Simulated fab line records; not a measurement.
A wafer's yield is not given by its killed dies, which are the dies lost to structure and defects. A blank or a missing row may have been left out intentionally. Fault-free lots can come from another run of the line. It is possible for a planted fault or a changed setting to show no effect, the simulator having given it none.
What tool caused it?    flow rit-cmos    route of 202 steps, sampled at 1 step: 14 lots, 42 wafers

WHAT THE GAUGES SHOWED, per wafer
Not one reading of a measure or inspect step in the record can be checked against a usual standard deviation.

WHAT TOOL EACH LOT RAN ON (gives the tool, then ch and the chambers of the sampled wafers, and finally the start)
lot   RIT_GATE_EXPOSE_13
L273  iline-stepper-02 ch 0, day 2 15:10
L275  iline-stepper-02 ch 0, day 3 02:55
L276  iline-stepper-02 ch 0, day 3 08:54
L277  iline-stepper-02 ch 0, day 3 19:29
L279  iline-stepper-02 ch 0, day 3 20:40
L280  iline-stepper-02 ch 0, day 4 05:35
L281  iline-stepper-01 ch 0, day 4 09:46
L282  iline-stepper-01 ch 0, day 4 17:18
L284  iline-stepper-01 ch 0, day 5 00:22
L285  iline-stepper-02, day 5 05:34
L286  iline-stepper-01, day 5 07:11
L293  iline-stepper-01 ch 0, day 6 20:19
L294  iline-stepper-02 ch 0, day 7 00:37
L296  iline-stepper-02 ch 0, day 7 09:34
- RIT_GATE_EXPOSE_13: exposes mask M6, target cd 150 nm.

AS READ BY THE TOOLS THEMSELVES (means over the sampled wafers that have a number; for cases with no such wafer, the mark the record gives instead)
RIT_GATE_EXPOSE_13.
lot   tool              exposure-dose-mJ-cm2  focus-offset-nm (nm)
L273  iline-stepper-02  380.0                 0.1
L275  iline-stepper-02  380.0                 0.4
L276  iline-stepper-02  380.0                 -0.3
L277  iline-stepper-02  380.2                 0.6
L279  iline-stepper-02  379.7                 -0.3
L280  iline-stepper-02  379.5                 0.8
L281  iline-stepper-01  380.1                 -0.4
L282  iline-stepper-01  379.7                 -0.5
L284  iline-stepper-01  380.1                 0.4
L285  iline-stepper-02  -                     -
L286  iline-stepper-01  -                     -
L293  iline-stepper-01  380.4                 -0.5
L294  iline-stepper-02  379.8                 0.4
L296  iline-stepper-02  380.0                 0.1

THE ANSWER, worked out from the rows above alone
Rule: what is usual is taken from the lots themselves. The widest of any qualifying gaps counts: lots, ordered by their means at a reading, are off when they make up no more than a third of the lots, leave a main group of 4 or more, and stand apart from it by 3 or more times the standard deviation of that group's means. A main group is skipped when, at the precision printed for the reading in the tables above, its means are all equal. Also off: a lot with no number at a reading for which 4 or more lots have one. All remaining lots with rows at the step are treated as sound. The gauges are gone through in route order, then the tools' own readings, and for those a lot's mean is taken as printed above. At the first step where some lot is off, the reading lying furthest off is the one used; lots without a number count as furthest.
Off at RIT_GATE_EXPOSE_13 (exposure-dose-mJ-cm2): L285, L286. Without a number there: L285, L286. The main group has a mean of 380.0 with a standard deviation of 0.24.
If a tool, at that step or one of the process steps before it, ran each lot that is off and ran no sound lot following the first of them, it fits. None of those tried fits.

WHAT THE SIMULATOR PUT IN
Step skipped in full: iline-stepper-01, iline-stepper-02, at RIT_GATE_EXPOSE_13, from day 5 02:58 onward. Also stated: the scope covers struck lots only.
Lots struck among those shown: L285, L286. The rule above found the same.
